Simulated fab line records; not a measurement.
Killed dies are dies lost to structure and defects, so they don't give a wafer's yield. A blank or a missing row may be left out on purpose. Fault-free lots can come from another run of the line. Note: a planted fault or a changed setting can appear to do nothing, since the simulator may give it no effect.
Code-filled problem report in 8D (eight disciplines) form | flow rit-cmos | the parts of the form that need people (team, actions taken, sign-off) are left out

## 1. WHAT IS WRONG
Wafers free of any fault read 3443 (standard deviation 21) for PSD_TW at RIT_PSD_TW_MEAS_10, against a mean of 3574 on 6 wafers of 2 lots. Relative to the usual mean, that is a shift of +6.3 standard deviations.
First observed at day 6 06:15: wafer L367.1, on film-metro-03. The record has a number at this step for 42 wafers belonging to 14 lots. The rule behind "out" and "out of limits": a value lying over 4 standard deviations away from the usual mean. Any other wafer with a number is counted as sound.

## 2. WHAT IT IS AND WHAT IT IS NOT
question                    | is                           | is not
which readings at this step | PSD_TW                       | -
which lots                  | L367, L368                   | L356, L357, L359, L360, L361, L362, L370, L373, L374, L376, L377, L378
which wafers of those lots  | all that have a number       | -
read on which gauges        | film-metro-02, film-metro-03 | film-metro-04
when                        | from day 6 06:15             | up to then (18 sound wafers); but 18 sound wafers of L370, L373, L374, L376, L377, L378 came after

## 3. WHAT RULES OUT EACH SUSPECT
Counting: a tool at a process step up to the reading stays a suspect if it ran every lot that is out and no sound lot after the first of them.
- ruled out: the gauge at RIT_PSD_TW_MEAS_10. Those wafers that are out were read across 2 gauges (film-metro-02, film-metro-03).
- implanter-02 at RIT_PSD_IMPLANT_08: kept. Every lot that is out went through it, starting with L367 (day 6 05:55), and after that it ran no sound lot; the last sound lot it ran before then is L362 (day 4 14:29). Its own beam-on-s, dose-ions-cm2 readings are out on those wafers.
Left after counting: implanter-02 at RIT_PSD_IMPLANT_08.

## 4. THE CAUSE (what the simulator had put in)
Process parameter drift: implanter-02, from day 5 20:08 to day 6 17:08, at RIT_PSD_IMPLANT_08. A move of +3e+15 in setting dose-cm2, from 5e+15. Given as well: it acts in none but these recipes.
The count eliminated every tool but this one.

## 5. THE EFFECT CHAIN, in route order
One row per reading whose mean, taken over the struck wafers that have a number, lies over 3 standard deviations from the usual. Only readings for which the record gives a usual standard deviation are gone through. hours: the time from each lot's start at the first step in this table that gives one to its start at this step, as a median over the lots. sigmas: the change in usual standard deviations.
hours | step                    | reading       | usual         | on struck wafers | change     | sigmas
0     | RIT_PSD_IMPLANT_08      | beam-on-s     | 13.3 s        | 20.6             | +7.3       | +9.4
0     | RIT_PSD_IMPLANT_08      | dose-ions-cm2 | 5.001e+15     | 8.000e+15        | +2.999e+15 | +99 or more
0     | RIT_PSD_TW_MEAS_10      | PSD_TW        | 3443          | 3574             | +131       | +6.3
7     | RIT_SDANNEAL_RS_MEAS_04 | PSD_RS        | 116.06 ohm/sq | 110.57           | -5.49      | -19
Here are the process steps it includes:
- RIT_PSD_IMPLANT_08

## 6. HOW IT WOULD HAVE BEEN CAUGHT EARLIER
10 hours passed between the start of the fault at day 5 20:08 and the first reading out of limits at a measuring or inspecting step in this record, taken at day 6 06:15.
At RIT_PSD_IMPLANT_08, the tool's own readings (beam-on-s, dose-ions-cm2) were out on each struck wafer the step has a row for, so an alarm limit on them would have fired on the first such wafer.
Lots out: 2; of these, L368 started RIT_PSD_IMPLANT_08 on implanter-02 after day 6 06:15. Had the tool been put on hold then, it would have been spared.
